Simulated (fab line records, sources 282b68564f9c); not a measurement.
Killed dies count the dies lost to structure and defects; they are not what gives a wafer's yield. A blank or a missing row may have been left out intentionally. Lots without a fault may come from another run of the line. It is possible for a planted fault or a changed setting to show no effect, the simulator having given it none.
Which tool is to blame? | flow rit cmos | 14 lots with 42 wafers sampled at 3 steps, on a route of 202 steps

== WHAT THE GAUGES SHOWED, per wafer ==
RIT_WELLDRIVE_RS_MEAS_01: the measuring method here is four-point-probe.
lot  | measured    | on            | NWELL_RS (ohm/sq)
L570 | day 2 14:37 | film metro-04 | 274.9 276.0 275.0
L572 | day 3 02:33 | film metro-03 | 275.3 275.2 275.8
L574 | day 3 11:14 | film metro-01 | 275.5 275.3 275.4
L575 | day 3 15:17 | film metro-01 | 275.8 276.2 275.9
L576 | day 3 21:30 | film metro-01 | 275.5 275.2 274.9
L577 | day 4 03:34 | film metro-03 | 275.2 275.6 275.7
L578 | day 4 06:38 | film metro-04 | 275.6 276.5 275.7
L579 | day 4 11:05 | film metro-03 | 274.4 274.4 274.4
L581 | day 4 22:01 | film metro-01 | 274.9 274.1 274.9
L583 | day 5 09:48 | film metro-03 | 293.4 288.9 279.8
L584 | day 5 14:50 | film metro-01 | 276.7 275.9 276.2
L585 | day 5 20:04 | film metro-04 | 284.7 281.9 277.6
L589 | day 6 20:31 | film metro-03 | 275.9 274.8 275.3
L590 | day 7 01:36 | film metro-01 | 275.0 275.4 276.1

RIT_WELLDRIVE_RS_MEAS_02: the measuring method here is four-point-probe.
lot  | measured    | on            | PWELL_RS (ohm/sq)
L570 | day 2 14:44 | film metro-04 | 428.4 428.0 428.9
L572 | day 3 02:40 | film metro-03 | 427.8 428.7 428.2
L574 | day 3 11:22 | film metro-01 | 429.4 429.8 429.0
L575 | day 3 15:24 | film metro-01 | 430.2 429.9 429.7
L576 | day 3 21:37 | film metro-01 | 431.4 430.5 429.2
L577 | day 4 03:41 | film metro-03 | 428.2 427.8 427.4
L578 | day 4 06:46 | film metro-04 | 431.4 429.6 430.6
L579 | day 4 11:12 | film metro-03 | 429.3 428.9 430.3
L581 | day 4 22:08 | film metro-01 | 428.2 430.1 429.3
L583 | day 5 09:55 | film metro-03 | 448.7 443.9 434.7
L584 | day 5 14:57 | film metro-01 | 429.5 429.8 429.4
L585 | day 5 20:11 | film metro-04 | 442.7 437.1 432.5
L589 | day 6 20:38 | film metro-03 | 430.4 430.2 430.5
L590 | day 7 01:43 | film metro-01 | 430.9 430.0 430.6

== TOOL THAT RAN EACH LOT (tool first, then ch and the chambers of the sampled wafers, then the start) ==
lot  | RIT_WELLDRIVE_ANNEAL_00
L570 | furnace-04 ch 0, day 2 09:32
L572 | furnace-04 ch 0, day 2 21:28
L574 | furnace-01 ch 0, day 3 06:09
L575 | furnace-02 ch 0, day 3 10:12
L576 | furnace-01 ch 0, day 3 16:24
L577 | furnace-04 ch 0, day 3 22:28
L578 | furnace-01 ch 0, day 4 01:33
L579 | furnace-02 ch 0, day 4 06:00
L581 | furnace-01 ch 0, day 4 16:53
L583 | furnace-04 ch 0, day 5 04:43
L584 | furnace-01 ch 0, day 5 09:45
L585 | furnace-04 ch 0, day 5 14:56
L589 | furnace-01 ch 0, day 6 15:26
L590 | furnace-01 ch 0, day 6 20:31
- RIT_WELLDRIVE_ANNEAL_00: time 14700 s.

== WHAT THE TOOLS THEMSELVES READ (means of the sampled wafers that have a number; where no wafer has one, the mark that the record gives instead) ==
RIT_WELLDRIVE_ANNEAL_00.
lot  | tool       | spike tc centre C (C) | spike tc load C (C) | spike tc source C (C) | tube_center_temp_C_max | zone power centre pct (%) | zone power load pct (%)
L570 | furnace-04 | 1102.6                | 1126                | 1127                  | 1102.7                 | 51                        | 44.0
L572 | furnace-04 | 1102.9                | 1126                | 1128                  | 1102.5                 | 52                        | 43.9
L574 | furnace-01 | 1102.7                | 1133                | 1118                  | 1102.9                 | 59                        | 45.1
L575 | furnace-02 | 1102.1                | 1122                | 1129                  | 1102.6                 | 57                        | 46.7
L576 | furnace-01 | 1103.0                | 1133                | 1118                  | 1102.7                 | 59                        | 45.2
L577 | furnace-04 | 1104.2                | 1126                | 1130                  | 1102.5                 | 51                        | 44.5
L578 | furnace-01 | 1102.2                | 1133                | 1119                  | 1102.8                 | 59                        | 45.5
L579 | furnace-02 | 1101.9                | 1123                | 1131                  | 1102.9                 | 57                        | 46.6
L581 | furnace-01 | 1102.2                | 1133                | 1119                  | 1102.9                 | 58                        | 44.7
L583 | furnace-04 | 1068.5                | 1126                | 1129                  | 1103.1                 | 33                        | 47.6
L584 | furnace-01 | 1102.5                | 1132                | 1119                  | 1102.7                 | 59                        | 44.8
L585 | furnace-04 | 1068.0                | 1127                | 1130                  | 1102.8                 | 33                        | 48.0
L589 | furnace-01 | 1102.5                | 1132                | 1119                  | 1103.5                 | 60                        | 45.0
L590 | furnace-01 | 1101.8                | 1132                | 1120                  | 1103.0                 | 59                        | 45.1

== THE ANSWER, worked out from the rows above alone ==
Rule: the lots themselves supply what counts as usual. Put in order of their means at a reading, lots are off if they are a third of the lots or fewer, leave a main group of 4 or more, and stand apart from it by a gap of 3 or more times the standard deviation of the main group's means; of several such gaps the widest counts. If all means in a main group match to the digits the tables above print for the reading, that group is not used. Also off: a lot with no number at a reading for which 4 or more lots have one. The other lots that the step has rows for count as sound. First the gauges in route order, then the tools' own readings, where a lot's mean is used as printed above. At the first step where some lot is off, the reading lying furthest off is the one used; lots without a number count as furthest.
Off: at RIT_WELLDRIVE_RS_MEAS_01 (NWELL_RS), L583, L585. The main group: mean 275.4 ohm/sq, standard deviation 0.5.
If a tool, at a process step before that reading, ran all the lots that are off and no sound lot after the first of them, it fits. The gauges at RIT_WELLDRIVE_RS_MEAS_01 aren't tried: what is off there is off at RIT_WELLDRIVE_ANNEAL_00 too, on other tools, and a gauge's error can't cause that. One candidate fits, namely furnace-04 at RIT_WELLDRIVE_ANNEAL_00. A fault onset in the window from L577 (day 3 22:28, its last sound lot) to L583 (day 5 04:43, its first lot off) fits.
The tool's own readings at RIT_WELLDRIVE_ANNEAL_00 bear it out: on the lots that are off they differ by more than 5 times the standard deviation of the sound lots' means. spike tc centre C reads 1068.2 C there against 1102.5 C on the sound lots; zone power centre pct reads 33 % there against 57 % on the sound lots.

== WHAT HAD BEEN PUT IN BY THE SIMULATOR ==
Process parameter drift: furnace-04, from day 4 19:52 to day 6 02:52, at RIT_WELLDRIVE_ANNEAL_00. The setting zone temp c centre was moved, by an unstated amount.
Struck lots among those shown: L583, L585. The rule given above showed the same thing.
